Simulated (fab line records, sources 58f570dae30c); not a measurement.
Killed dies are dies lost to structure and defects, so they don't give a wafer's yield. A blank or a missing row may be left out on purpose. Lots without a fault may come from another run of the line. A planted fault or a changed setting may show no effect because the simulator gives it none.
Which tool did it? | flow berkeley_cmos170 | 7 lots, 21 wafers sampled, at 2 steps of a route of 331

WHAT THE GAUGES READ, wafer by wafer
UCB170_SDANNEAL_RS_MEAS_05: measures by four-point-probe.
lot  | measured     | on            | NLDD_RS (ohm/sq)
L229 | day 8 20:43  | film_metro-04 | 615.3 615.0 615.0
L228 | day 9 03:08  | film_metro-01 | 616.5 616.5 615.6
L231 | day 9 04:44  | film_metro-01 | 615.3 617.7 616.9
L234 | day 9 19:49  | film_metro-01 | 617.1 616.0 617.6
L241 | day 11 12:05 | film_metro-03 | 644.4 645.6 645.2
L240 | day 11 12:35 | film_metro-04 | 617.8 616.5 616.5
L245 | day 12 04:44 | film_metro-04 | 618.3 616.9 615.9

WHICH TOOL RAN EACH LOT (tool, then ch and the chambers of the sampled wafers, then the start)
lot  | UCB170_NLDD_IMPLANT_08
L229 | implanter-03 ch 0, day 8 08:16
L228 | implanter-04 ch 0, day 8 15:08
L231 | implanter-04 ch 0, day 8 16:35
L234 | implanter-04 ch 0, day 9 03:54
L241 | implanter-03 ch 0, day 11 01:10
L240 | implanter-02 ch 0, day 11 01:35
L245 | implanter-02 ch 0, day 11 16:48
- UCB170_NLDD_IMPLANT_08

THE ANSWER, worked out from the rows above alone
Rule: what is usual is taken from the lots themselves. Put in order of their means at a reading, lots are off if they are a third of the lots or fewer, leave a main group of 4 or more, and stand apart from it by a gap of 3 or more times the standard deviation of the main group's means; of several such gaps the widest counts. A main group whose means are all the same, to the digits that the tables above print for the reading, isn't used. A lot without any number at a reading at which 4 lots or more have one is off too. The other lots that the step has rows for count as sound.
Off: L241, at UCB170_SDANNEAL_RS_MEAS_05 (NLDD_RS). The main group: mean 616.5 ohm/sq, standard deviation 0.67.
A tool fits if, at a process step before that reading, it ran every lot that is off, and no sound lot after the first of them. The gauges at UCB170_SDANNEAL_RS_MEAS_05 are tried like those tools. Can't be told from this: 2 tools fit, implanter-03 at UCB170_NLDD_IMPLANT_08, film_metro-03 at UCB170_SDANNEAL_RS_MEAS_05.

WHAT THE SIMULATOR HAD PUT IN
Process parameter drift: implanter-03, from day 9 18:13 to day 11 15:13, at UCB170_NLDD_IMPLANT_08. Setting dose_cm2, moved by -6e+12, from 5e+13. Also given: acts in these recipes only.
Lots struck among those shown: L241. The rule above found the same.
